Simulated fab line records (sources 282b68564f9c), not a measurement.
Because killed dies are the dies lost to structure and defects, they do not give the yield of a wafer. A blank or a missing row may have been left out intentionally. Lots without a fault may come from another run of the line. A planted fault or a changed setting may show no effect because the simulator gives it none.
8D (eight disciplines) problem report, filled in by code | flow ritCmos | the parts of the form that need people (team, actions taken, sign-off) are left out

## 1. PROBLEM STATEMENT
Wafers free of any fault read 2472 (standard deviation 12) for NLDD_TW at RIT_NLDD_TW_MEAS_10, against a mean of 2086 on 6 wafers of 2 lots. That is -32 standard deviations from the usual mean.
Earliest sighting: wafer L205.1 on filmMetro-03 at day 5 15:56. The record holds 42 wafers of 14 lots with a number at this step. The rule behind "out" and "out of limits": a value lying over 4 standard deviations away from the usual mean. The rest of the wafers with a number are treated as sound.

## 2. WHAT IT IS, WHAT IT ISN'T
question                    | is                     | is not
which readings at this step | NLDD_TW                | -
which lots                  | L205, L206             | L194, L195, L196, L197, L198, L202, L209, L211, L213, L214, L215, L216
which wafers of those lots  | all that have a number | -
read on which gauges        | filmMetro-03           | filmMetro-01, filmMetro-04
when                        | from day 5 15:56       | up to then (18 sound wafers); but 18 sound wafers of L209, L211, L213, L214, L215, L216 came after

## 3. SUSPECTS, AND WHAT RULES EACH OUT
Counting: a tool at a process step up to the reading stays a suspect if it ran every lot that is out and no sound lot after the first of them.
- the gauge at RIT_NLDD_TW_MEAS_10 has been ruled out. All the wafers that are out were read on filmMetro-03, but those of them that RIT_NLDD_IMPLANT_08 has rows for are out there too, on other tools.
- implanter-04 at RIT_NLDD_IMPLANT_08: kept. It ran every lot that is out, first L205 (day 5 15:37), and no sound lot after that; its last sound lot up to then is L202 (day 5 02:37). On those wafers its own readings are out: doseIonsCm2, faradayCurrentUA.
After counting, what remains is implanter-04 at RIT_NLDD_IMPLANT_08.

## 4. THE CAUSE (what the simulator had put in)
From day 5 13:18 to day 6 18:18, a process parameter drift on implanter-04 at RIT_NLDD_IMPLANT_08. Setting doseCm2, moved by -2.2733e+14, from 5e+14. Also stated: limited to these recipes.
After counting, this tool was the only one left.

## 5. THE CHAIN OF EFFECTS, in route order
Each row: a reading where the mean over the struck wafers with a number is more than 3 standard deviations away from the usual. Readings are gone through only where the record gives a usual standard deviation; hours: the median, over the lots, of the time from a lot's start at the first step in this table giving one to that lot's start at this step; sigmas: the change measured in usual standard deviations.
hours | step                    | reading          | usual        | on struck wafers | change | sigmas
0     | RIT_NLDD_IMPLANT_08     | doseIonsCm2      | 5e+14        | 3e+14            | -2e+14 | -99 or more
0     | RIT_NLDD_IMPLANT_08     | faradayCurrentUA | 1571         | 849              | -722   | -25
0     | RIT_NLDD_TW_MEAS_10     | NLDD_TW          | 2472         | 2086             | -386   | -32
8     | RIT_SDANNEAL_RS_MEAS_07 | NLDD_RS          | 151.5 ohm/sq | 244.0            | +92.5  | +99 or more
The process steps in it:
- RIT_NLDD_IMPLANT_08
Later measuring or inspecting steps at which every struck wafer that the step has a row for has a number for every such reading, and none has moved that far: RIT_PLDD_OVL_MEAS_06.

## 6. HOW IT WOULD HAVE BEEN CAUGHT EARLIER
Counted from the fault's start at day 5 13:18, it took 3 hours until the first out-of-limits reading at a measuring or inspecting step in this record, taken at day 5 15:56.
The tool's own readings at RIT_NLDD_IMPLANT_08 were out on every struck wafer that the step has a row for (doseIonsCm2, faradayCurrentUA): an alarm limit on them would have fired on the first of those.
Lots out: 2; of these, L206 started RIT_NLDD_IMPLANT_08 on implanter-04 after day 5 15:56. A tool hold placed at that time would have kept it from harm.
